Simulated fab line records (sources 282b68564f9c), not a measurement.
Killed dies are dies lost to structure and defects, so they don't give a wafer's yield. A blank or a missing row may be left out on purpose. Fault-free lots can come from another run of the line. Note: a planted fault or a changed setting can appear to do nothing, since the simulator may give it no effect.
The tool behind it: which one? || flow rit cmos || 42 wafers from 14 lots sampled at 2 of the route's 202 steps

== WHAT THE GAUGES READ, wafer by wafer ==
RIT_GATE_THK_MEAS_09.
{"lot": "L116", "measured": "day 2 16:44", "on": "film metro-04", "GATE_POLY_THK (nm)": "253.0 251.1 253.3"}
{"lot": "L118", "measured": "day 3 03:09", "on": "film metro-03", "GATE_POLY_THK (nm)": "245.9 246.8 246.1"}
{"lot": "L119", "measured": "day 3 04:37", "on": "film metro-02", "GATE_POLY_THK (nm)": "246.8 248.6 248.8"}
{"lot": "L120", "measured": "day 3 10:31", "on": "film metro-04", "GATE_POLY_THK (nm)": "250.9 249.6 252.2"}
{"lot": "L121", "measured": "day 3 13:53", "on": "film metro-03", "GATE_POLY_THK (nm)": "247.7 245.9 248.2"}
{"lot": "L122", "measured": "day 3 19:07", "on": "film metro-02", "GATE_POLY_THK (nm)": "252.5 252.9 251.3"}
{"lot": "L124", "measured": "day 4 07:37", "on": "film metro-03", "GATE_POLY_THK (nm)": "254.5 254.5 252.8"}
{"lot": "L125", "measured": "day 4 10:27", "on": "film metro-02", "GATE_POLY_THK (nm)": "250.4 250.1 252.1"}
{"lot": "L127", "measured": "day 4 22:42", "on": "film metro-03", "GATE_POLY_THK (nm)": "253.9 252.6 252.6"}
{"lot": "L131", "measured": "day 5 21:26", "on": "film metro-03", "GATE_POLY_THK (nm)": "121.1 120.2 124.5"}
{"lot": "L132", "measured": "day 6 06:03", "on": "film metro-03", "GATE_POLY_THK (nm)": "119.9 118.7 118.1"}
{"lot": "L133", "measured": "day 6 06:13", "on": "film metro-04", "GATE_POLY_THK (nm)": "246.5 247.6 247.3"}
{"lot": "L137", "measured": "day 7 01:28", "on": "film metro-03", "GATE_POLY_THK (nm)": "249.1 247.7 247.8"}
{"lot": "L139", "measured": "day 7 14:05", "on": "film metro-03", "GATE_POLY_THK (nm)": "248.9 249.5 249.4"}

== TOOL THAT RAN EACH LOT (tool first, then ch and the chambers of the sampled wafers, then the start) ==
{"lot": "L116", "RIT_GATE_CVD_08": "lpcvd-02 ch 0, day 2 15:06"}
{"lot": "L118", "RIT_GATE_CVD_08": "lpcvd-02 ch 1, day 3 01:31"}
{"lot": "L119", "RIT_GATE_CVD_08": "lpcvd-01 ch 1, day 3 02:58"}
{"lot": "L120", "RIT_GATE_CVD_08": "lpcvd-02 ch 1, day 3 08:53"}
{"lot": "L121", "RIT_GATE_CVD_08": "lpcvd-01 ch 1, day 3 12:14"}
{"lot": "L122", "RIT_GATE_CVD_08": "lpcvd-02 ch 0, day 3 17:29"}
{"lot": "L124", "RIT_GATE_CVD_08": "lpcvd-01 ch 1, day 4 06:00"}
{"lot": "L125", "RIT_GATE_CVD_08": "lpcvd-01 ch 0, day 4 08:49"}
{"lot": "L127", "RIT_GATE_CVD_08": "lpcvd-02 ch 1, day 4 21:05"}
{"lot": "L131", "RIT_GATE_CVD_08": "lpcvd-01 ch 0, day 5 19:49"}
{"lot": "L132", "RIT_GATE_CVD_08": "lpcvd-01 ch 0, day 6 04:26"}
{"lot": "L133", "RIT_GATE_CVD_08": "lpcvd-02 ch 0, day 6 04:37"}
{"lot": "L137", "RIT_GATE_CVD_08": "lpcvd-02 ch 0, day 6 23:51"}
{"lot": "L139", "RIT_GATE_CVD_08": "lpcvd-02 ch 1, day 7 12:28"}
- RIT_GATE_CVD_08: deposits poly-Si from SiH4, target thk 250 nm, time 2220 s.

== AS READ BY THE TOOLS THEMSELVES (means over the sampled wafers that have a number; for cases with no such wafer, the mark the record gives instead) ==
RIT_GATE_CVD_08.
{"lot": "L116", "tool": "lpcvd-02", "spike tc centre C (C)": 612.4, "zone power centre pct (%)": 25.2}
{"lot": "L118", "tool": "lpcvd-02", "spike tc centre C (C)": 611.2, "zone power centre pct (%)": 28.3}
{"lot": "L119", "tool": "lpcvd-01", "spike tc centre C (C)": 613.9, "zone power centre pct (%)": 29.4}
{"lot": "L120", "tool": "lpcvd-02", "spike tc centre C (C)": 611.2, "zone power centre pct (%)": 28.6}
{"lot": "L121", "tool": "lpcvd-01", "spike tc centre C (C)": 613.9, "zone power centre pct (%)": 29.4}
{"lot": "L122", "tool": "lpcvd-02", "spike tc centre C (C)": 612.4, "zone power centre pct (%)": 25.0}
{"lot": "L124", "tool": "lpcvd-01", "spike tc centre C (C)": 614.9, "zone power centre pct (%)": 29.4}
{"lot": "L125", "tool": "lpcvd-01", "spike tc centre C (C)": 612.9, "zone power centre pct (%)": 28.4}
{"lot": "L127", "tool": "lpcvd-02", "spike tc centre C (C)": 610.8, "zone power centre pct (%)": 28.6}
{"lot": "L131", "tool": "lpcvd-01", "spike tc centre C (C)": 613.5, "zone power centre pct (%)": 28.4}
{"lot": "L132", "tool": "lpcvd-01", "spike tc centre C (C)": 613.8, "zone power centre pct (%)": 28.3}
{"lot": "L133", "tool": "lpcvd-02", "spike tc centre C (C)": 612.4, "zone power centre pct (%)": 25.1}
{"lot": "L137", "tool": "lpcvd-02", "spike tc centre C (C)": 613.4, "zone power centre pct (%)": 24.8}
{"lot": "L139", "tool": "lpcvd-02", "spike tc centre C (C)": 611.4, "zone power centre pct (%)": 28.2}

== THE ANSWER, worked out from the rows above alone ==
Rule: usual is defined by the lots themselves. The widest of any qualifying gaps counts: lots, ordered by their means at a reading, are off when they make up no more than a third of the lots, leave a main group of 4 or more, and stand apart from it by 3 or more times the standard deviation of that group's means. The tables above print the reading to a certain number of digits; a main group whose means all agree to those digits is not used. A lot without any number at a reading at which 4 lots or more have one is off too. All remaining lots with rows at the step are treated as sound. The gauges are gone through in route order, then the tools' own readings, and for those a lot's mean is taken as printed above. At the first step where some lot is off, the reading lying furthest off is the one used; lots without a number count as furthest.
Off: L131, L132, at RIT_GATE_THK_MEAS_09 (GATE_POLY_THK). The main group has a mean of 250.0 nm with a standard deviation of 2.5.
A tool fits if, at a process step before that reading, it ran every lot that is off, and no sound lot after the first of them. Gauges at RIT_GATE_THK_MEAS_09: tried the same way as those tools. One candidate fits, namely lpcvd-01 at RIT_GATE_CVD_08. Its last sound lot is L125 (day 4 08:49), its first lot that is off L131 (day 5 19:49): a fault that began between those two fits.

== WHAT HAD BEEN PUT IN BY THE SIMULATOR ==
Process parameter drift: lpcvd-01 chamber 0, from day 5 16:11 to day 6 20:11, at RIT_GATE_CVD_08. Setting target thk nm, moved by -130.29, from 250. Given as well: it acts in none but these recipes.
Lots struck among those shown: L131, L132. The rule above found the same.
